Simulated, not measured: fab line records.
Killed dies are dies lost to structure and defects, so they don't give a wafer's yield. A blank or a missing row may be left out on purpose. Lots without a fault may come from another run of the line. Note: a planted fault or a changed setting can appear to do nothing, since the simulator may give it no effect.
2 desks looking at one fault | flow rit_cmos | what lay behind the numbers comes last; until then each desk has only its own

## FROM THE METROLOGY DESK
What the gauges read for every lot (on any tool): the sampled wafers with a number, averaged. The brackets show how far a lot's mean lies from the usual mean; more than 4 standard deviations puts the lot out of limits, marked OUT.
Columns: A = M1_AL_RS at RIT_M1_RS_MEAS_01, usual 0.0734 ohm/sq; B = M1_AL_THK at RIT_M1_THK_MEAS_02, usual 392 nm; C = cd_nm at RIT_M1_CD_MEAS_09, usual 2600.0 nm; D = M1_OVL at RIT_M1_OVL_MEAS_10, usual 0.0 nm
lot  | first seen here | A      | B   | C      | D
L558 | day 4 11:05     | 0.0736 | 393 | 2599.4 | -0.6
L560 | day 5 05:52     | 0.0729 | 391 | 2598.1 | 0.9
L569 | day 7 08:47     | 0.0746 | 383 | 2597.6 | -0.4
L571 | day 7 18:46     | 0.0744 | 385 | 2599.4 | -0.6
L574 | day 8 03:11     | 0.0731 | 394 | 2602.3 | 0.1
L573 | day 8 05:44     | 0.0729 | 393 | 2600.0 | 0.0
Finding of this desk: none of the 6 lots has anything out of limits.

## THE TOOL OWNER'S DESK: rie_metal-03
The tool's own readings at RIT_M1_METAL_ETCH_12 (etches Al in Cl2/BCl3, stops on SiO2, time 165 s, target depth 600 nm): means of the sampled wafers that have a number, for each lot that ran on this tool. The brackets show how far a lot's mean lies from the usual mean; more than 4 standard deviations puts the lot out of limits, marked OUT.
Columns: A = drypump_motor_current_A at RIT_M1_METAL_ETCH_12, usual 5.9 A; B = oes_product_au at RIT_M1_METAL_ETCH_12, usual 0.767 a.u.; C = throttle_valve_pct at RIT_M1_METAL_ETCH_12, usual 8.32 %
lot  | first seen here | A   | B     | C
L558 | day 4 13:13     | 5.6 | 0.771 | 8.31
L569 | day 7 10:14     | 5.5 | 0.761 | 8.27
L571 | day 7 20:35     | 5.6 | 0.764 | 8.32
Finding of this desk: none of the 3 lots has anything out of limits.

## TAKEN TOGETHER
Metrology desk: nothing out of limits seen.
The tool owner's desk saw nothing out of limits.

## WHAT THE SIMULATOR HAD PUT IN
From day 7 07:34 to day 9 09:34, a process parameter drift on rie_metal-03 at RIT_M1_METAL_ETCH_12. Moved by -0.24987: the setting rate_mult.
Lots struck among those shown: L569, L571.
